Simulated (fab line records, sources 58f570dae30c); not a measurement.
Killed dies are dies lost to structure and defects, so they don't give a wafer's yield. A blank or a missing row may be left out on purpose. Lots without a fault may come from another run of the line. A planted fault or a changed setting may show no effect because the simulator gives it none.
Which tool did it? | flow berkeley_cmos170 | 14 lots, 42 wafers sampled, at 5 steps of a route of 331

WHAT THE GAUGES READ, wafer by wafer
UCB170_PWELL_THK_MEAS_06. Usual: PWELL_NITRIDE_THK 219.2 nm, standard deviation 1.7.
lot  | measured    | on            | PWELL_NITRIDE_THK (nm) | flag
L901 | day 3 23:10 | film_metro-01 | 222.3 222.4 220.6      |
L903 | day 4 14:21 | film_metro-04 | 220.1 221.0 220.9      |
L902 | day 4 14:20 | film_metro-02 | 219.0 216.6 217.2      |
L906 | day 5 04:32 | film_metro-02 | 217.6 216.9 217.6      |
L907 | day 5 14:59 | film_metro-01 | 220.3 219.2 220.4      |
L909 | day 5 14:55 | film_metro-02 | 217.9 219.8 217.0      |
L910 | day 5 14:59 | film_metro-02 | 216.3 219.2 219.1      |
L911 | day 5 14:57 | film_metro-04 | 218.1 216.8 218.5      |
L914 | day 6 17:26 | film_metro-04 | 221.2 220.2 220.8      |
L917 | day 6 17:31 | film_metro-02 | 220.3 217.7 219.6      |
L919 | day 7 07:29 | film_metro-01 | 217.3 218.6 216.3      |
L920 | day 7 07:30 | film_metro-02 | 219.4 218.6 219.7      |
L922 | day 7 19:36 | film_metro-02 | 217.7 218.5 219.8      |
L923 | day 8 01:40 | film_metro-01 | 222.1 222.0 222.6      |

UCB170_PWELL_TW_MEAS_17. Usual: PWELL_TW 379, standard deviation 4.5.
lot  | measured    | on            | PWELL_TW                | flag
L901 | day 4 00:47 | film_metro-01 | 381 382 383             |
L903 | day 4 15:59 | film_metro-01 | 382 382 381             |
L902 | day 4 16:14 | film_metro-04 | 382 381 382             |
L906 | day 5 05:50 | film_metro-01 | 379 378 379             |
L907 | day 5 17:15 | film_metro-02 | 371 372 373             |
L909 | day 5 16:42 | film_metro-02 | 369 369 372             |
L910 | day 5 17:36 | film_metro-02 | 369 371 370             |
L911 | day 5 17:01 | film_metro-01 | 382 380 380             |
L914 | day 6 19:53 | film_metro-02 | 375 376 376             |
L917 | day 6 20:59 | film_metro-01 | 423 423 424 424 422 423 | OFF
L919 | day 7 09:50 | film_metro-04 | 428 426 428 428 427 427 | OFF
L920 | day 7 10:07 | film_metro-01 | 382 383 381             |
L922 | day 7 22:06 | film_metro-02 | 374 374 374             |
L923 | day 8 04:17 | film_metro-01 | 381 381 379             |

UCB170_FIELD_THK_MEAS_02. Usual: FIELD_OXIDE_THK 553 nm, standard deviation 10.
lot  | measured     | on            | FIELD_OXIDE_THK (nm) | flag
L901 | day 6 00:50  | film_metro-04 | 529 527 520          |
L903 | day 6 12:02  | film_metro-04 | 535 538 543          |
L902 | day 6 12:01  | film_metro-02 | 563 554 565          |
L906 | day 7 06:08  | film_metro-02 | 540 545 548          |
L907 | day 7 15:16  | film_metro-02 | 551 565 560          |
L909 | day 7 15:12  | film_metro-02 | 556 556 564          |
L910 | day 7 15:08  | film_metro-02 | 568 569 567          |
L911 | day 7 15:21  | film_metro-02 | 552 544 556          |
L914 | day 8 14:53  | film_metro-01 | 549 545 549          |
L917 | day 8 14:50  | film_metro-01 | 535 539 552          |
L919 | day 9 07:34  | film_metro-02 | 549 550 559          |
L920 | day 9 07:31  | film_metro-02 | 557 549 548          |
L922 | day 9 20:49  | film_metro-02 | 565 556 557          |
L923 | day 10 04:02 | film_metro-02 | 563 557 569          |

WHICH TOOL RAN EACH LOT (tool, then ch and the chambers of the sampled wafers, then the start)
lot  | UCB170_ZERO_STRIP_07                | UCB170_PWELL_IMPLANT_15
L901 | plasma_asher-03 ch 0,1, day 1 19:58 | implanter-02 ch 0, day 4 00:32
L903 | plasma_asher-01 ch 0,1, day 2 12:19 | implanter-01 ch 0, day 4 15:44
L902 | plasma_asher-04 ch 0,1, day 2 12:35 | implanter-02 ch 0, day 4 15:59
L906 | plasma_asher-04 ch 0,1, day 3 01:49 | implanter-01 ch 0, day 5 05:35
L907 | plasma_asher-01 ch 0,1, day 3 15:33 | implanter-02 ch 0, day 5 17:00
L909 | plasma_asher-04 ch 0,1, day 4 00:02 | implanter-04 ch 0, day 5 16:27
L910 | plasma_asher-03 ch 0,1, day 4 00:16 | implanter-04 ch 0, day 5 17:21
L911 | plasma_asher-01 ch 0,1, day 4 00:20 | implanter-01 ch 0, day 5 16:48
L914 | plasma_asher-03 ch 0,1, day 5 02:14 | implanter-02 ch 0, day 6 19:38
L917 | plasma_asher-01 ch 0,1, day 5 09:56 | implanter-02 ch 0, day 6 20:46
L919 | plasma_asher-01 ch 0,1, day 5 19:14 | implanter-02 ch 0, day 7 09:35
L920 | plasma_asher-01 ch 0,1, day 5 19:29 | implanter-01 ch 0, day 7 09:53
L922 | plasma_asher-04 ch 0,1, day 6 07:53 | implanter-04 ch 0, day 7 21:51
L923 | plasma_asher-01 ch 0,1, day 6 15:16 | implanter-04 ch 0, day 8 04:05
- UCB170_ZERO_STRIP_07: strips in O2.
- UCB170_PWELL_IMPLANT_15

WHAT THE TOOLS THEMSELVES READ (means of the sampled wafers that have a number; where no wafer has one, the mark that the record gives instead)
UCB170_ZERO_STRIP_07. Usual: chamber_pressure_mTorr 3500 mTorr, standard deviation 3.2; drypump_motor_current_A 5.6 A, standard deviation 0.52; oes_product_au 0.727 a.u., standard deviation 0.0046; strip_time_to_endpoint_s 21.50 s, standard deviation 0.051.
lot  | tool            | chamber_pressure_mTorr (mTorr) | drypump_motor_current_A (A) | oes_product_au (a.u.) | strip_time_to_endpoint_s (s) | flag
L901 | plasma_asher-03 | 3501                           | 5.6                         | 0.728                 | 21.53                        |
L903 | plasma_asher-01 | 3502                           | 5.2                         | 0.722                 | 21.57                        |
L902 | plasma_asher-04 | 3499                           | 5.9                         | 0.722                 | 21.51                        |
L906 | plasma_asher-04 | 3502                           | 5.9                         | 0.726                 | 21.47                        |
L907 | plasma_asher-01 | 3499                           | 5.2                         | 0.728                 | 21.48                        |
L909 | plasma_asher-04 | 3497                           | 5.9                         | 0.727                 | 21.44                        |
L910 | plasma_asher-03 | 3502                           | 6.0                         | 0.725                 | 21.50                        |
L911 | plasma_asher-01 | 3499                           | 5.1                         | 0.725                 | 21.54                        |
L914 | plasma_asher-03 | 3502                           | 6.0                         | 0.727                 | 21.49                        |
L917 | plasma_asher-01 | 3502                           | 5.1                         | 0.727                 | 21.43                        |
L919 | plasma_asher-01 | 3499                           | 5.1                         | 0.731                 | 21.57                        |
L920 | plasma_asher-01 | 3498                           | 5.1                         | 0.727                 | 21.43                        |
L922 | plasma_asher-04 | 3502                           | 5.6                         | 0.731                 | 21.52                        |
L923 | plasma_asher-01 | 3501                           | 5.2                         | 0.726                 | 21.49                        |

UCB170_PWELL_IMPLANT_15. Usual: dose_ions_cm2 4.999e+12, standard deviation 4.6e+09; faraday_current_uA 15.9, standard deviation 0.33.
lot  | tool         | dose_ions_cm2 | faraday_current_uA | flag
L901 | implanter-02 | 4.996e+12     | 15.6               |
L903 | implanter-01 | 5.000e+12     | 15.9               |
L902 | implanter-02 | 5.004e+12     | 15.8               |
L906 | implanter-01 | 4.999e+12     | 15.7               |
L907 | implanter-02 | 5.000e+12     | 16.3               |
L909 | implanter-04 | 4.997e+12     | 16.1               |
L910 | implanter-04 | 5.002e+12     | 15.7               |
L911 | implanter-01 | 4.996e+12     | 15.5               |
L914 | implanter-02 | 4.997e+12     | 15.9               |
L917 | implanter-02 | 7.069e+12     | 22.5               | OFF
L919 | implanter-02 | 7.066e+12     | 22.9               | OFF
L920 | implanter-01 | 4.995e+12     | 15.9               |
L922 | implanter-04 | 4.997e+12     | 15.9               |
L923 | implanter-04 | 5.003e+12     | 15.9               |

THE ANSWER, worked out from the rows above alone
Rule: a lot is off if the mean of its wafers that have a number lies more than 3 standard deviations from the usual mean. A lot without any number at a reading at which 4 lots or more have one is off too. The other lots that the step has rows for count as sound. The gauges are gone through in route order, then the tools' own readings, and for those a lot's mean is taken as printed above. The first step at which some lot is off is used, and at that step the reading that is off furthest; a lot without a number counts as furthest.
Off: L917, L919, at UCB170_PWELL_TW_MEAS_17 (PWELL_TW).
A tool fits if, at a process step before that reading, it ran every lot that is off, and no sound lot after the first of them. The gauges at UCB170_PWELL_TW_MEAS_17 aren't tried: what is off there is off at UCB170_PWELL_IMPLANT_15 too, on other tools, and a gauge's error can't cause that. One fits: implanter-02 at UCB170_PWELL_IMPLANT_15. Its last sound lot is L914 (day 6 19:38), its first lot that is off L917 (day 6 20:46): a fault that began between those two fits.
The tool's own readings at UCB170_PWELL_IMPLANT_15 bear it out: on the lots that are off they differ by more than 5 times the standard deviation of the sound lots' means. dose_ions_cm2 reads 7.068e+12 there against 4.999e+12 on the sound lots; faraday_current_uA reads 22.7 there against 15.8 on the sound lots.

WHAT THE SIMULATOR HAD PUT IN
Process parameter drift: implanter-02, from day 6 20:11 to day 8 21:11, at UCB170_PWELL_IMPLANT_15. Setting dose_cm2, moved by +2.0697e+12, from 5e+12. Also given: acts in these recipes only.
Lots struck among those shown: L917, L919. The rule above found the same.
